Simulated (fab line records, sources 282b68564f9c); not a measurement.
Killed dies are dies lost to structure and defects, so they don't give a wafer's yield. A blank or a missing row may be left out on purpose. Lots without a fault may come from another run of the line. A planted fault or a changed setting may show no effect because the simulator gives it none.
Problem report in the 8D (eight disciplines) form, filled by code | flow rit_cmos | the parts of the form that need people (team, actions taken, sign-off) are left out

1. THE PROBLEM
run_length_s at RIT_FOX2_CLEAN_02 reads a mean of 192 s on 6 wafers of 2 lots; wafers without a fault read 211 s with a standard deviation of 3.7. That is -5.3 standard deviations from the usual mean.
The step: cleans in dHF, time 180 s.
First seen on wafer L529.4, day 5 18:50, on wet_bench-04. The record holds 42 wafers of 14 lots with a number at this step. Rule for "out", or "out of limits": more than 4 standard deviations from the usual mean. The other wafers with a number count as sound.

2. WHAT IT IS AND WHAT IT IS NOT
question                    | is                     | is not
which readings at this step | run_length_s           | -
which lots                  | L529, L530             | L510, L511, L512, L513, L516, L517, L518, L521, L522, L523, L524, L527
which wafers of those lots  | all that have a number | -
read on which tools         | wet_bench-04           | wet_bench-01, wet_bench-03
when                        | from day 5 18:50       | up to then (36 sound wafers)

3. SUSPECTS, AND WHAT RULES EACH OUT
Counting: a tool at a process step up to the reading stays a suspect if it ran every lot that is out and no sound lot after the first of them.
- wet_bench-04 at RIT_FOX2_CLEAN_02 (cleans in dHF, time 180 s): kept. It ran every lot that is out, first L529 (day 5 18:50), and no sound lot after that; its last sound lot up to then is L523 (day 4 13:09). Its own readings are out on those wafers: run_length_s.
Left after counting: wet_bench-04 at RIT_FOX2_CLEAN_02.

4. THE CAUSE (what the simulator had put in)
Process parameter drift: wet_bench-04, from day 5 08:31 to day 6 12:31, at RIT_FOX2_CLEAN_02. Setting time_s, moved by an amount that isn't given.
Counting left only this tool.

5. THE CHAIN OF EFFECTS, in route order
Each row: a reading whose mean over the struck wafers that have a number lies more than 3 standard deviations from the usual. Only readings for which the record gives a usual standard deviation are gone through. hours: the time from each lot's start at the first step in this table that gives one to its start at this step, as a median over the lots. sigmas: the change in usual standard deviations.
hours | step              | reading      | usual | on struck wafers | change | sigmas
0     | RIT_FOX2_CLEAN_02 | run_length_s | 211 s | 192              | -20    | -5.3
The process steps in it:
- RIT_FOX2_CLEAN_02: cleans in dHF, time 180 s.

6. WHAT WOULD HAVE CAUGHT IT SOONER
In this record the first reading out of limits was taken at day 5 18:50, 10 hours after the fault began at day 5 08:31.
